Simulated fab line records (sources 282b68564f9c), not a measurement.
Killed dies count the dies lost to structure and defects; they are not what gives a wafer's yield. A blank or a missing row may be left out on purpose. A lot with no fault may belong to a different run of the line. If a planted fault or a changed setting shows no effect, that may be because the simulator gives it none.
fab line records + flow ritCmos
record:
- lots: 6
- wafers: 18
- lastDay: 7
route steps=202 shown NWELL@35 PWELL@39 WELLDRIVE@50 NRETRO@53 M1@202
lots untouched by any fault: they come from a run of this same line in which no faults occurred
startH: the number of hours between the record's first day and the start of the first shown wafer of the lot + waitH: how many hours have passed since the lot's step before this one + " repeats the value in the row above + L1.1+2: a row that stands for several wafers + - no value present, or no start provided + * or withheld: withheld + < > ~ a bound
route shown NAME@n: NAME is a module with steps in the file, n the number in the route of the first one + usual: mean and standard deviation over wafers with no fault + same: alike in all rows + chamber/n: place in a boat + sites: readings site by site + _std_site: the values' standard deviation + _edge_site: inner sites' mean taken away from outer sites' mean + radiusMm: how far each site lies from the wafer's centre + mask NAME#n: copy n + behind: tool/chamber where the wafer was last shaped + hold: cause of the lot's hold/its duration in hours/its outcome + device: transistor that didn't switch, given as n, p or np + end of line: tests run on the same wafers once the route is complete + where a step has no rows: the recipe by itself + killed: not the wafer's yield, but the dies lost to structure and defects at the first sort + map: shows each die of a wafer: x if killed, . if not, _ if none is there
set.NAME: the run value of the setting; set.NAME@STEP: its run value at that earlier step + model.NAME: the simulator's own value behind a step, which no gauge read
lots seen at some steps along the route; tables by step, rows by wafer
services: the hour from which a tool's chamber was out of use, counted from the record's first day as startH (under 0 if before that day), plus the number of hours and why
== steps ==
step: RIT_NWELL_HARDBAKE_07
recipe:
- resist: NOVOLAK
- tempC: 140
- timeS: 120
step: RIT_NWELL_IMPLANT_08
recipe:
- species: P
- energyKev: 170
- doseCm2: 5e+13
- tiltDeg: 7
step: RIT_NWELL_STRIP_09
recipe:
- chemistry: O2
- timeS: 180
- resist: NOVOLAK
- platenTempC: withheld
- powerW: 500
- pressureMtorr: 4000
- o2FlowSccm: 4000
usual:
- drypumpMotorCurrentA: 5.9/0.33
- rfReflPowerW: 6.6/0.84
| lot.wafer | tool           | chamber | startH | waitH | drypumpMotorCurrentA | rfHoursCounterH | rfReflPowerW |
|-----------|----------------|---------|--------|-------|----------------------|-----------------|--------------|
| L707.3    | plasmaAsher-04 | 1       | 27.92  | 0.1   | 5.3                  | -               | 7.3          |
| L707.5    | "              | 1       | "      | "     | 5.3                  | -               | 7.2          |
| L707.6    | "              | 0       | "      | "     | 6.0                  | -               | 6.9          |
| L708.3    | plasmaAsher-02 | 0       | 34.88  | 0.1   | 6.0                  | -               | 5.1          |
| L708.4    | "              | 1       | "      | "     | 6.1                  | -               | 7.4          |
| L708.6    | "              | 1       | "      | "     | 6.1                  | -               | 7.5          |
| L722.3    | plasmaAsher-03 | 1       | 102.84 | 0.1   | 6.3                  | -               | 6.6          |
| L722.4    | "              | 0       | "      | "     | 5.8                  | -               | 5.5          |
| L722.6    | "              | 0       | "      | "     | 5.8                  | -               | 5.4          |
| L723.2    | plasmaAsher-02 | 1       | 107.24 | 0.1   | 6.1                  | 47              | 7.6          |
| L723.3    | "              | 0       | "      | "     | 6.1                  | -               | 5.2          |
| L723.5    | "              | 1       | "      | "     | 6.1                  | -               | 7.4          |
| L725.1    | plasmaAsher-04 | 0       | 118.08 | 0.1   | 6.1                  | 0               | 6.7          |
| L725.2    | "              | 1       | "      | "     | 5.3                  | 0               | 7.1          |
| L725.6    | "              | 1       | "      | "     | 5.3                  | -               | 6.8          |
| L728.1    | plasmaAsher-04 | 0       | 131.38 | 0.1   | 6.0                  | 2               | 7.2          |
| L728.3    | "              | 0       | "      | "     | 6.0                  | -               | 7.2          |
| L728.5    | "              | 0       | "      | "     | 6.0                  | -               | 6.7          |
step: RIT_NWELL_TW_MEAS_10
usual:
- NWELL_TW: 2140/22
| lot.wafer | tool         | chamber | startH | waitH | NWELL_TW |
|-----------|--------------|---------|--------|-------|----------|
| L707.3    | filmMetro-01 | -       | 28.06  | 0.1   | 2148     |
| L707.5    | "            | -       | "      | "     | 2142     |
| L707.6    | "            | -       | "      | "     | 2149     |
| L708.3    | filmMetro-03 | -       | 35.01  | 0.1   | 2123     |
| L708.4    | "            | -       | "      | "     | 2122     |
| L708.6    | "            | -       | "      | "     | 2117     |
| L722.3    | filmMetro-01 | -       | 102.98 | 0.1   | 2148     |
| L722.4    | "            | -       | "      | "     | 2139     |
| L722.6    | "            | -       | "      | "     | 2147     |
| L723.2    | filmMetro-01 | -       | 107.42 | 0.1   | 2149     |
| L723.3    | "            | -       | "      | "     | 2145     |
| L723.5    | "            | -       | "      | "     | 2144     |
| L725.1    | filmMetro-01 | -       | 118.26 | 0.1   | 2141     |
| L725.2    | "            | -       | "      | "     | 2149     |
| L725.6    | "            | -       | "      | "     | 2138     |
| L728.1    | filmMetro-01 | -       | 131.55 | 0.1   | 2136     |
| L728.3    | "            | -       | "      | "     | 2144     |
| L728.5    | "            | -       | "      | "     | 2131     |
step: RIT_PWELL_HMDS_00
recipe:
- primeTimeS: 60
- primeTempC: 140
step: RIT_PWELL_COAT_01
recipe:
- resist: NOVOLAK
- spinRpm: 2000
- resistThkNm: 1300
step: RIT_PWELL_SOFTBAKE_02
recipe:
- resist: NOVOLAK
- tempC: 90
- timeS: 61.43
usual:
- plateSensorTCentreC: 90.969/0.01
- plateSensorTEdgeC: 91.019/0.011
- softbakeTempC: 89.97/0.13
| lot.wafer | tool          | chamber | startH | waitH | plateSensorTCentreC | plateSensorTEdgeC | softbakeTempC |
|-----------|---------------|---------|--------|-------|---------------------|-------------------|---------------|
| L707.3    | lithoTrack-03 | 0       | 28.45  | 0.1   | 90.970              | 91.021            | 90.06         |
| L707.5    | "             | 0       | "      | "     | 90.984              | 91.026            | 90.15         |
| L707.6    | "             | 0       | "      | "     | 90.955              | 91.013            | 90.30         |
| L708.3    | lithoTrack-03 | 0       | 35.40  | 0.1   | 90.979              | 91.037            | 89.88         |
| L708.4    | "             | 0       | "      | "     | 90.959              | 91.048            | 89.96         |
| L708.6    | "             | 0       | "      | "     | 90.955              | 91.009            | 89.97         |
| L722.3    | lithoTrack-03 | 0       | 103.37 | 0.1   | 90.955              | 91.011            | 89.97         |
| L722.4    | "             | 0       | "      | "     | 90.967              | 91.022            | 89.78         |
| L722.6    | "             | 0       | "      | "     | 90.965              | 91.026            | 90.11         |
| L723.2    | lithoTrack-01 | 0       | 107.80 | 0.1   | 90.979              | 91.031            | 89.90         |
| L723.3    | "             | 0       | "      | "     | 90.976              | 91.017            | 89.95         |
| L723.5    | "             | 0       | "      | "     | 90.978              | 91.015            | 90.05         |
| L725.1    | lithoTrack-03 | 0       | 118.62 | 0.1   | 90.970              | 91.034            | 90.03         |
| L725.2    | "             | 0       | "      | "     | 90.961              | 91.024            | 90.34         |
| L725.6    | "             | 0       | "      | "     | 90.953              | 91.013            | 90.11         |
| L728.1    | lithoTrack-02 | 0       | 131.91 | 0.1   | 90.968              | 91.014            | 90.01         |
| L728.3    | "             | 0       | "      | "     | 90.961              | 91.006            | 90.04         |
| L728.5    | "             | 0       | "      | "     | 90.956              | 91.026            | 90.00         |
step: RIT_PWELL_EXPOSE_03
recipe:
- maskId: M3
- na: 0.57
- targetCdNm: 43700
- doseMj: 250
step: RIT_PWELL_PEB_04
recipe:
- resist: NOVOLAK
- tempC: withheld
- timeS: withheld
step: RIT_PWELL_DEVELOP_05
recipe:
- resist: NOVOLAK
- developTimeS: 68
- devTempC: 23
step: RIT_PWELL_OVL_MEAS_06
usual:
- PWELL_OVL: -1.1/1.5
| lot.wafer | tool       | chamber | startH | waitH | PWELL_OVL[nm] |
|-----------|------------|---------|--------|-------|---------------|
| L707.3    | overlay-02 | -       | 29.12  | -     | -0.3          |
| L707.5    | "          | -       | "      | "     | -1.1          |
| L707.6    | "          | -       | "      | "     | 0.2           |
| L708.3    | overlay-01 | -       | 35.95  | -     | 1.4           |
| L708.4    | "          | -       | "      | "     | 2.6           |
| L708.6    | "          | -       | "      | "     | 1.9           |
| L722.3    | overlay-01 | -       | 104.04 | -     | -3.0          |
| L722.4    | "          | -       | "      | "     | 0.5           |
| L722.6    | "          | -       | "      | "     | -1.6          |
| L723.2    | overlay-01 | -       | 108.48 | -     | -0.2          |
| L723.3    | "          | -       | "      | "     | -1.3          |
| L723.5    | "          | -       | "      | "     | -0.7          |
| L725.1    | overlay-02 | -       | 119.20 | -     | 0.8           |
| L725.2    | "          | -       | "      | "     | -0.8          |
| L725.6    | "          | -       | "      | "     | 1.6           |
| L728.1    | overlay-02 | -       | 132.49 | -     | -0.6          |
| L728.3    | "          | -       | "      | "     | -2.5          |
| L728.5    | "          | -       | "      | "     | -2.1          |
step: RIT_PWELL_HARDBAKE_07
recipe:
- resist: NOVOLAK
- tempC: 140
- timeS: 120
step: RIT_PWELL_IMPLANT_08
recipe:
- species: B
- energyKev: 170
- doseCm2: 7.12e+13
- tiltDeg: 7
usual:
- beamEnergyKeV: 170.00/0.059
same:
- implantIonAmu: 11
| lot.wafer | tool         | chamber | startH | waitH | beamEnergyKeV | model.implant.rpNm | model.implant.drpNm |
|-----------|--------------|---------|--------|-------|---------------|--------------------|---------------------|
| L707.3    | implanter-03 | 0       | 29.44  | 0.2   | 170.02        | 480.2              | 102.9               |
| L707.5    | "            | 0       | "      | "     | 170.00        | 480.2              | 102.9               |
| L707.6    | "            | 0       | "      | "     | 169.96        | 480.2              | 102.9               |
| L708.3    | implanter-02 | 0       | 36.27  | 0.2   | 170.03        | 495.5              | 102.9               |
| L708.4    | "            | 0       | "      | "     | 170.05        | 495.5              | 102.9               |
| L708.6    | "            | 0       | "      | "     | 170.06        | 495.5              | 102.9               |
| L722.3    | implanter-02 | 0       | 104.36 | 0.2   | 119.03        | 353.6              | 89.74               |
| L722.4    | "            | 0       | "      | "     | 118.97        | 353.6              | 89.74               |
| L722.6    | "            | 0       | "      | "     | 119.06        | 353.6              | 89.74               |
| L723.2    | implanter-02 | 0       | 108.79 | 0.2   | 118.94        | 381.8              | 89.74               |
| L723.3    | "            | 0       | "      | "     | 118.92        | 381.8              | 89.74               |
| L723.5    | "            | 0       | "      | "     | 118.96        | 381.8              | 89.74               |
| L725.1    | implanter-03 | 0       | 119.48 | 0.2   | 170.02        | 473.6              | 102.9               |
| L725.2    | "            | 0       | "      | "     | 170.02        | 473.6              | 102.9               |
| L725.6    | "            | 0       | "      | "     | 170.05        | 473.6              | 102.9               |
| L728.1    | implanter-01 | 0       | 132.78 | 0.2   | 170.07        | 477.7              | 102.9               |
| L728.3    | "            | 0       | "      | "     | 170.01        | 477.7              | 102.9               |
| L728.5    | "            | 0       | "      | "     | 170.09        | 477.7              | 102.9               |
step: RIT_PWELL_STRIP_09
recipe:
- chemistry: O2
- timeS: 180
- resist: NOVOLAK
- platenTempC: withheld
- powerW: 500
- pressureMtorr: 4000
- o2FlowSccm: 4000
usual:
- drypumpMotorCurrentA: 5.5/0.37
- rfReflPowerW: 7.2/1
| lot.wafer | tool           | chamber | startH | waitH | drypumpMotorCurrentA | rfHoursCounterH | rfReflPowerW |
|-----------|----------------|---------|--------|-------|----------------------|-----------------|--------------|
| L707.3    | plasmaAsher-01 | 0       | 29.60  | 0.1   | 5.7                  | -               | 8.7          |
| L707.5    | "              | 1       | "      | "     | 5.1                  | -               | 6.2          |
| L707.6    | "              | 0       | "      | "     | 5.7                  | -               | 8.9          |
| L708.3    | plasmaAsher-01 | 1       | 36.43  | 0.1   | 5.1                  | -               | 6.4          |
| L708.4    | "              | 0       | "      | "     | 5.7                  | -               | 8.6          |
| L708.6    | "              | 1       | "      | "     | 5.1                  | -               | 6.3          |
| L722.3    | plasmaAsher-01 | 0       | 104.52 | 0.1   | 5.7                  | -               | 8.8          |
| L722.4    | "              | 1       | "      | "     | 5.1                  | -               | 6.5          |
| L722.6    | "              | 1       | "      | "     | 5.1                  | -               | 6.3          |
| L723.2    | plasmaAsher-01 | 1       | 108.91 | 0.1   | 5.1                  | 46              | 6.7          |
| L723.3    | "              | 0       | "      | "     | 5.7                  | -               | 8.7          |
| L723.5    | "              | 1       | "      | "     | 5.1                  | -               | 6.6          |
| L725.1    | plasmaAsher-01 | 0       | 119.63 | 0.1   | 5.7                  | 48              | 8.7          |
| L725.2    | "              | 1       | "      | "     | 5.1                  | 48              | 6.6          |
| L725.6    | "              | 1       | "      | "     | 5.1                  | -               | 6.7          |
| L728.1    | plasmaAsher-03 | 0       | 132.93 | 0.1   | 5.9                  | 33              | 5.5          |
| L728.3    | "              | 0       | "      | "     | 5.8                  | -               | 5.5          |
| L728.5    | "              | 1       | "      | "     | 6.3                  | -               | 6.7          |
step: RIT_PWELL_TW_MEAS_10
usual:
- PWELL_TW: 959/9
| lot.wafer | tool         | chamber | startH | waitH | PWELL_TW |
|-----------|--------------|---------|--------|-------|----------|
| L707.3    | filmMetro-01 | -       | 29.74  | 0.1   | 956      |
| L707.5    | "            | -       | "      | "     | 956      |
| L707.6    | "            | -       | "      | "     | 960      |
| L708.3    | filmMetro-03 | -       | 36.56  | 0.1   | 947      |
| L708.4    | "            | -       | "      | "     | 952      |
| L708.6    | "            | -       | "      | "     | 948      |
| L722.3    | filmMetro-04 | -       | 104.66 | 0.1   | 947      |
| L722.4    | "            | -       | "      | "     | 943      |
| L722.6    | "            | -       | "      | "     | 944      |
| L723.2    | filmMetro-04 | -       | 109.10 | 0.1   | 939      |
| L723.3    | "            | -       | "      | "     | 940      |
| L723.5    | "            | -       | "      | "     | 945      |
| L725.1    | filmMetro-04 | -       | 119.81 | 0.1   | 962      |
| L725.2    | "            | -       | "      | "     | 966      |
| L725.6    | "            | -       | "      | "     | 971      |
| L728.1    | filmMetro-01 | -       | 133.10 | 0.1   | 958      |
| L728.3    | "            | -       | "      | "     | 960      |
| L728.5    | "            | -       | "      | "     | 952      |
step: RIT_WELLDRIVE_ANNEAL_00
recipe:
- tempC: 1100
- timeS: 14700
- ambient: N2
step: RIT_WELLDRIVE_RS_MEAS_01
recipe:
- thkMeasGauge: four-point-probe
usual:
- NWELL_RS: 275.3/0.74
| lot.wafer | tool         | chamber | startH | waitH | NWELL_RS[ohm/sq] |
|-----------|--------------|---------|--------|-------|------------------|
| L707.3    | filmMetro-03 | -       | 35.63  | 0.0   | 275.5            |
| L707.5    | "            | -       | "      | "     | 275.5            |
| L707.6    | "            | -       | "      | "     | 275.1            |
| L708.3    | filmMetro-01 | -       | 42.60  | 0.0   | 275.3            |
| L708.4    | "            | -       | "      | "     | 275.6            |
| L708.6    | "            | -       | "      | "     | 275.0            |
| L722.3    | filmMetro-01 | -       | 109.82 | 0.0   | 273.5            |
| L722.4    | "            | -       | "      | "     | 275.9            |
| L722.6    | "            | -       | "      | "     | 274.8            |
| L723.2    | filmMetro-01 | -       | 114.88 | 0.0   | 274.5            |
| L723.3    | "            | -       | "      | "     | 273.8            |
| L723.5    | "            | -       | "      | "     | 275.1            |
| L725.1    | filmMetro-03 | -       | 125.26 | 0.0   | 275.3            |
| L725.2    | "            | -       | "      | "     | 275.8            |
| L725.6    | "            | -       | "      | "     | 274.5            |
| L728.1    | filmMetro-03 | -       | 139.61 | 0.0   | 276.3            |
| L728.3    | "            | -       | "      | "     | 275.3            |
| L728.5    | "            | -       | "      | "     | 275.7            |
step: RIT_WELLDRIVE_RS_MEAS_02
recipe:
- thkMeasGauge: four-point-probe
usual:
- PWELL_RS: 424.4/1.1
| lot.wafer | tool         | chamber | startH | waitH | PWELL_RS[ohm/sq] |
|-----------|--------------|---------|--------|-------|------------------|
| L707.3    | filmMetro-03 | -       | 35.75  | 0.1   | 423.3            |
| L707.5    | "            | -       | "      | "     | 424.2            |
| L707.6    | "            | -       | "      | "     | 424.8            |
| L708.3    | filmMetro-01 | -       | 42.72  | 0.1   | 421.9            |
| L708.4    | "            | -       | "      | "     | 423.0            |
| L708.6    | "            | -       | "      | "     | 421.6            |
| L722.3    | filmMetro-01 | -       | 109.94 | 0.1   | 436.2            |
| L722.4    | "            | -       | "      | "     | 437.3            |
| L722.6    | "            | -       | "      | "     | 436.9            |
| L723.2    | filmMetro-01 | -       | 115.00 | 0.1   | 436.7            |
| L723.3    | "            | -       | "      | "     | 435.6            |
| L723.5    | "            | -       | "      | "     | 437.4            |
| L725.1    | filmMetro-03 | -       | 125.38 | 0.1   | 425.5            |
| L725.2    | "            | -       | "      | "     | 425.8            |
| L725.6    | "            | -       | "      | "     | 424.2            |
| L728.1    | filmMetro-03 | -       | 139.73 | 0.1   | 426.0            |
| L728.3    | "            | -       | "      | "     | 424.8            |
| L728.5    | "            | -       | "      | "     | 425.1            |
step: RIT_NRETRO_HMDS_00
recipe:
- primeTimeS: 60
- primeTempC: 140
step: RIT_M1_PROBE_99
usual:
- killedAtFrontEnd: 6.7/2.9
- killedDies: 6.7/2.9
- killedOpen: 3.4/1.8
- killedShort: 3.3/2.2
same:
- grossDies: 264
- killed_at_M0_to_M3: 0
- killed_at_M4_up: 0
- killedAtBackSide: 0
- killedAtContacts: 0
- killedAtOther: 0
| lot.wafer | tool      | chamber | startH | waitH | killedAtFrontEnd | killedDies | killedOpen | killedShort | model.etest.nmos_0p3.rOnOhmUm | model.etest.pwell.rsOhmSq | model.etest.nmosTurned.driveUaUm | model.etest.nmos_0p15.driveUaUm | model.etest.pwellPinched.rsOhmSq | model.etest.nmos_0p3.driveUaUm | model.etest.nmosNarrow.driveUaUm | model.etest.fieldN.vtV |
|-----------|-----------|---------|--------|-------|------------------|------------|------------|-------------|-------------------------------|---------------------------|----------------------------------|---------------------------------|----------------------------------|--------------------------------|----------------------------------|------------------------|
| L707.3    | prober-01 | -       | 67.85  | 0.2   | 3                | 3          | 2          | 1           | 2230                          | 410.6                     | 313.4                            | 449.6                           | 451.1                            | 220.3                          | 210.5                            | 35.23                  |
| L707.5    | prober-01 | -       | 67.95  | 0.2   | 9                | 9          | 6          | 3           | 2204                          | 405                       | 314.1                            | 444.4                           | 447.2                            | 220.5                          | 211.4                            | 34.55                  |
| L707.6    | prober-01 | -       | 68.00  | 0.2   | 7                | 7          | 4          | 3           | 2172                          | 409.4                     | 315.4                            | 451.6                           | 448.2                            | 220.7                          | 213.3                            | 34.23                  |
| L708.3    | prober-02 | -       | 72.30  | 0.2   | 5                | 5          | 3          | 2           | 2149                          | 402.1                     | 313.4                            | 473.8                           | 443.7                            | 227.4                          | 213                              | 35.7                   |
| L708.4    | prober-02 | -       | 72.35  | 0.2   | 5                | 5          | 2          | 3           | 2107                          | 411.6                     | 324.4                            | 495.4                           | 448.6                            | 231.9                          | 223.1                            | 35.9                   |
| L708.6    | prober-02 | -       | 72.45  | 0.2   | 7                | 7          | 2          | 5           | 2163                          | 406.2                     | 319.7                            | 473.7                           | 451.8                            | 223.5                          | 210.7                            | 36.23                  |
| L722.3    | prober-01 | -       | 139.36 | 0.2   | 6                | 6          | 4          | 2           | 2409                          | 509                       | 252.6                            | 406.7                           | 483.6                            | 191.8                          | 186.5                            | 33.94                  |
| L722.4    | prober-01 | -       | 139.41 | 0.2   | 5                | 5          | 3          | 2           | 2399                          | 513.9                     | 249.1                            | 401.6                           | 485.9                            | 194.5                          | 186.2                            | 33.91                  |
| L722.6    | prober-01 | -       | 139.51 | 0.2   | 5                | 5          | 2          | 3           | 2408                          | 499.9                     | 254.2                            | 405.2                           | 479.5                            | 196.6                          | 187                              | 33.89                  |
| L723.2    | prober-02 | -       | 146.72 | 0.1   | 6                | 6          | 5          | 1           | 2328                          | 451                       | 281.3                            | 418.8                           | 469.6                            | 198.9                          | 198                              | 33.59                  |
| L723.3    | prober-02 | -       | 146.77 | 0.2   | 2                | 2          | 1          | 1           | 2368                          | 454.9                     | 280.7                            | 420.4                           | 475.4                            | 197.5                          | 194.8                            | 33.78                  |
| L723.5    | prober-02 | -       | 146.87 | 0.2   | 6                | 6          | 1          | 5           | 2353                          | 458.2                     | 279.5                            | 417.4                           | 471.6                            | 197.5                          | 193.8                            | 34.2                   |
| L725.1    | prober-02 | -       | 154.64 | 0.1   | 5                | 5          | 4          | 1           | 2155                          | 405.7                     | 331.1                            | 492                             | 456.8                            | 225.9                          | 215                              | 35.7                   |
| L725.2    | prober-02 | -       | 154.69 | 0.1   | 10               | 10         | 4          | 6           | 2177                          | 417.9                     | 324.7                            | 487.2                           | 456.3                            | 222                            | 210.7                            | 35.8                   |
| L725.6    | prober-02 | -       | 154.89 | 0.2   | 5                | 5          | 3          | 2           | 2164                          | 405.7                     | 326.4                            | 479.8                           | 451.8                            | 225.5                          | 212.2                            | 35.66                  |
| L728.1    | prober-01 | -       | 169.51 | 0.1   | 17               | 17         | 4          | 13          | 2275                          | 416                       | 299.2                            | 430.4                           | 462.7                            | 208.3                          | 199.3                            | 35.21                  |
| L728.3    | prober-01 | -       | 169.61 | 0.2   | 1                | 1          | 1          | 0           | 2256                          | 416.4                     | 298.2                            | 438.5                           | 463.5                            | 213.7                          | 201.2                            | 36.63                  |
| L728.5    | prober-01 | -       | 169.71 | 0.2   | 9                | 9          | 5          | 4           | 2235                          | 414.1                     | 304.9                            | 434.1                           | 454.7                            | 211                            | 198.9                            | 35.66                  |
killed by level:class
L707.3 FOX1:geometricParticle:open=1 FOX1:geometricParticle:short=1 GATE:geometricParticle:open=1
L707.5 GATE:geometricParticle:open=4 GATE:geometricParticle:short=2 FOX1:geometricParticle:open=1 REOX:geometricParticle:short=1 REOX:geometricParticle:open=1
L707.6 FOX1:geometricParticle:short=3 GATE:geometricParticle:open=2 FOX1:geometricParticle:open=1 SILICIDE:geometricParticle:open=1
L708.3 FOX1:geometricParticle:open=2 FOX1:geometricParticle:short=1 GATE:geometricParticle:short=1 GATE:geometricParticle:open=1
L708.4 SILICIDE:geometricParticle:short=2 REOX:geometricParticle:open=1 REOX:geometricParticle:short=1 SILICIDE:geometricParticle:open=1
L708.6 FOX1:geometricParticle:short=3 ACTIVE:geometricParticle:short=1 FOX1:geometricParticle:open=1 FOX2:geometricParticle:open=1 GATE:geometricParticle:short=1
L722.3 SPACER:geometricParticle:open=3 FOX1:geometricParticle:open=1 FOX1:geometricParticle:short=1 SILICIDE:geometricParticle:short=1
L722.4 GATE:geometricParticle:open=3 GATE:geometricParticle:short=1 SPACER:geometricParticle:short=1
L722.6 GATE:geometricParticle:short=2 FOX1:geometricParticle:short=1 FOX1:geometricParticle:open=1 GATE:geometricParticle:open=1
L723.2 GATE:geometricParticle:open=2 FOX2:geometricParticle:open=1 GATE:geometricParticle:short=1 REOX:geometricParticle:open=1 SILICIDE:geometricParticle:open=1
L723.3 SILICIDE:geometricParticle:short=1 SILICIDE:geometricParticle:open=1
L723.5 GATE:geometricParticle:short=3 FOX1:geometricParticle:short=1 GATE:geometricParticle:open=1 SILICIDE:geometricParticle:short=1
L725.1 SPACER:geometricParticle:open=3 GATE:geometricParticle:short=1 REOX:geometricParticle:open=1
L725.2 GATE:geometricParticle:open=4 GATE:geometricParticle:short=3 SPACER:geometricParticle:short=3
L725.6 SILICIDE:geometricParticle:open=2 GATE:geometricParticle:open=1 GATE:geometricParticle:short=1 SPACER:geometricParticle:short=1
L728.1 GATE:geometricParticle:short=7 REOX:geometricParticle:short=3 REOX:geometricParticle:open=2 SPACER:geometricParticle:short=2 FOX1:geometricParticle:short=1 GATE:geometricParticle:open=1 SPACER:geometricParticle:open=1
L728.3 GATE:geometricParticle:open=1
L728.5 GATE:geometricParticle:short=3 FOX1:geometricParticle:open=2 SPACER:geometricParticle:open=2 FOX1:geometricParticle:short=1 GATE:geometricParticle:open=1
== services ==
| tool           | chamber | startH | hours | kind      |
|----------------|---------|--------|-------|-----------|
| implanter-01   | -       | 8.14   | 102.7 | pm        |
| plasmaAsher-03 | -       | 31.99  | 31.5  | repair    |
| plasmaAsher-03 | -       | 63.47  | 2.8   | pm        |
| implanter-02   | -       | 75.30  | 3.0   | pm        |
| plasmaAsher-04 | -       | 108.75 | 9.0   | pm        |
| plasmaAsher-04 | 0       | 108.75 | 9.0   | ventCycle |
| plasmaAsher-04 | 1       | 108.75 | 9.0   | ventCycle |
| plasmaAsher-04 | 0       | 117.75 | -     | clean     |
| plasmaAsher-04 | 1       | 117.75 | -     | clean     |
== key ==
firstSign:
- step: RIT_PWELL_IMPLANT_08
- reading: beamEnergyKeV
- direction: down
- sigmas: 99+
- usual: 170.00
- struck: 118.98
effect:
- step: RIT_PWELL_TW_MEAS_10
- reading: PWELL_TW
- direction: down
- sigmas: 1.7
- usual: 959
- struck: 943
effect:
- step: RIT_WELLDRIVE_RS_MEAS_02
- reading: PWELL_RS
- direction: up
- sigmas: 11
- usual: 424.4
- struck: 436.7
modelEffect:
- step: RIT_PWELL_IMPLANT_08
- value: implant.rpNm
- without: 486
- struck: 367.7
modelEffect:
- step: RIT_M1_PROBE_99
- value: etest.nmos_0p3.rOnOhmUm
- without: 2268
- struck: 2378
metAt RIT_PWELL_IMPLANT_08
struckWafers L722.3,L722.4,L722.6,L723.2,L723.3,L723.5
testerLeftOut L722,L723
onsetBetween 36.27 104.36
fault:
- kind: processParameterDrift
- tool: implanter-02
- chamber: -
- onsetH: 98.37
- steps: RIT_PWELL_IMPLANT_08
- channel: energyKev
- offset: -51
- shape: step
- endH: 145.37
- actsIn: theseRecipesOnly
- stated: 170
testerLeftOut: of these lots the tester's yield and bins aren't shown, on N5 and GAA mostly nor the transistor test; their killed dies are dies lost to structure and defects alone, not to doping, threshold or leakage, so they don't give the yield
